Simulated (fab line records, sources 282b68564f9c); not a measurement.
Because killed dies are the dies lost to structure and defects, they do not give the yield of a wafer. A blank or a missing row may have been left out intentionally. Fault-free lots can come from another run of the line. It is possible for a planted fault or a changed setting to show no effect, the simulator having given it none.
Which of the tools did it? || flow rit-cmos || 21 wafers from 7 lots sampled at 2 of the route's 202 steps

## WHAT EACH GAUGE READ, for each wafer
RIT_CONTACT_THK_MEAS_01.
{"lot": "L334", "measured": "day 4 01:29", "on": "film-metro-03", "CONTACT_TEOS_THK (nm)": "392 400 405"}
{"lot": "L337", "measured": "day 4 10:20", "on": "film-metro-02", "CONTACT_TEOS_THK (nm)": "393 392 402"}
{"lot": "L339", "measured": "day 4 19:52", "on": "film-metro-01", "CONTACT_TEOS_THK (nm)": "399 410 402"}
{"lot": "L343", "measured": "day 5 10:28", "on": "film-metro-02", "CONTACT_TEOS_THK (nm)": "399 396 407"}
{"lot": "L348", "measured": "day 6 07:14", "on": "film-metro-03", "CONTACT_TEOS_THK (nm)": "401 373 405"}
{"lot": "L353", "measured": "day 7 10:07", "on": "film-metro-01", "CONTACT_TEOS_THK (nm)": "394 395 401"}
{"lot": "L356", "measured": "day 8 01:53", "on": "film-metro-01", "CONTACT_TEOS_THK (nm)": "394 400 402"}

## WHICH TOOL RAN EACH LOT (tool, then ch and the chambers of the sampled wafers, then the start)
{"lot": "L334", "RIT_CONTACT_CVD_00": "pecvd-01 ch 0,1,2, day 4 01:25"}
{"lot": "L337", "RIT_CONTACT_CVD_00": "pecvd-02 ch 0,1,2, day 4 10:17"}
{"lot": "L339", "RIT_CONTACT_CVD_00": "pecvd-02 ch 0,2, day 4 19:49"}
{"lot": "L343", "RIT_CONTACT_CVD_00": "pecvd-04 ch 0,1,2, day 5 10:25"}
{"lot": "L348", "RIT_CONTACT_CVD_00": "pecvd-02 ch 0,1, day 6 07:10"}
{"lot": "L353", "RIT_CONTACT_CVD_00": "pecvd-01 ch 0,2, day 7 10:04"}
{"lot": "L356", "RIT_CONTACT_CVD_00": "pecvd-01 ch 0,2, day 8 01:50"}
- RIT_CONTACT_CVD_00: deposits SiO2 from TEOS, target thk 400 nm, time 61 s.

## THE ANSWER, worked out from the rows above alone
Rule: what is usual is taken from the lots themselves. Put in order of their means at a reading, lots are off if they are a third of the lots or fewer, leave a main group of 4 or more, and stand apart from it by a gap of 3 or more times the standard deviation of the main group's means; of several such gaps the widest counts. Not used: any main group whose means are identical at the precision the tables above print for the reading. Also off: a lot with no number at a reading for which 4 or more lots have one. The other lots that the step has rows for count as sound.
None of the lots is off at any reading shown; this tells nothing.

## WHAT THE SIMULATOR HAD PUT IN
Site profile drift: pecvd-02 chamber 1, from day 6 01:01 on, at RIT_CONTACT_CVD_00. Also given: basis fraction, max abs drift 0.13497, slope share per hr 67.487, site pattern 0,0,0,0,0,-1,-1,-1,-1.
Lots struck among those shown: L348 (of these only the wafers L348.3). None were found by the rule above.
